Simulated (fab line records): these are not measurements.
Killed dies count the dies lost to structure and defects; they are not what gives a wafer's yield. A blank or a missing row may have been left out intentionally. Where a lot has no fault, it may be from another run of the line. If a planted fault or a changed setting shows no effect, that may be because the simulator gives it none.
2 desks, one fault ; flow berkeleyCmos170 ; numbers are kept per desk, each desk with only its own; the story behind them comes last

THE METROLOGY DESK
Lot by lot, what the gauges showed, no matter which tool ran the lot: averages of those sampled wafers that carry a number. The brackets show how far a lot's mean lies from the usual mean; more than 4 standard deviations puts the lot out of limits, marked OUT.
Columns: A = FIELD_OXIDE_LEFT_1_THK at UCB170_FIELD_THK_MEAS_90, usual 438 nm; B = NVT_OVL at UCB170_NVT_OVL_MEAS_06, usual 1 nm; C = cdNm at UCB170_NSD_CD_MEAS_06, usual 1199.7 nm
lot;first seen here;A;B;C
L582;day 5 12:04;429;-5;1200.8
L583;day 6 12:23;451;-2;1202.4
L584;day 6 12:23;449;4;1199.3
L585;day 6 12:23;432;-4;1198.2
L586;day 6 21:25;438;-7;1200.2
L589;day 7 03:31;441;-2;1200.3
L592;day 7 21:59;441;10;1199.4
L591;day 7 22:00;442;1;1197.6
L593;day 8 04:59;421;4;1200.7
L596;day 8 16:47;431;-0;1200.8
L600;day 9 19:10;437;-2;1200.4
L602;day 10 04:14;446;-7;1199.5
L604;day 10 21:16;431;2;1198.7
L605;day 10 21:19;435;-1;1197.9
This desk's finding: nothing out of limits on any of the 14 lots.

AT THE TOOL OWNER'S DESK: rieDiel-02
The tool's own readings at UCB170_SPACER_ETCHBACK_03 (etches SiO2 in CHF3/CF4/Ar, stops on Si, target depth 376 nm, time 100 s): means of the sampled wafers that have a number, for each lot that ran on this tool. The brackets show how far a lot's mean lies from the usual mean; more than 4 standard deviations puts the lot out of limits, marked OUT.
Columns: A = chamberPressureMTorr at UCB170_SPACER_ETCHBACK_03, usual 199.99 mTorr; B = drypumpMotorCurrentA at UCB170_SPACER_ETCHBACK_03, usual 5.6 A; C = oesProductAu at UCB170_SPACER_ETCHBACK_03, usual 0.905 a.u.; D = throttleValvePct at UCB170_SPACER_ETCHBACK_03, usual 6.44 %
lot;first seen here;A;B;C;D
L585;day 8 16:59;199.85;6.2;0.927;6.34
L593;day 10 01:34;199.94;5.6;0.934;6.46
L596;day 11 03:58;200.13;5.6;0.924;6.45
L602;day 12 08:31;200.07;5.2;0.884;6.28
L604;day 12 21:45;199.82;6.2;0.842;6.33
This desk's finding: nothing out of limits on any of the 5 lots.

TAKEN TOGETHER
Nothing out of limits was seen by the metrology desk.
The tool owner's desk saw nothing out of limits.

WHAT HAD BEEN PUT IN BY THE SIMULATOR
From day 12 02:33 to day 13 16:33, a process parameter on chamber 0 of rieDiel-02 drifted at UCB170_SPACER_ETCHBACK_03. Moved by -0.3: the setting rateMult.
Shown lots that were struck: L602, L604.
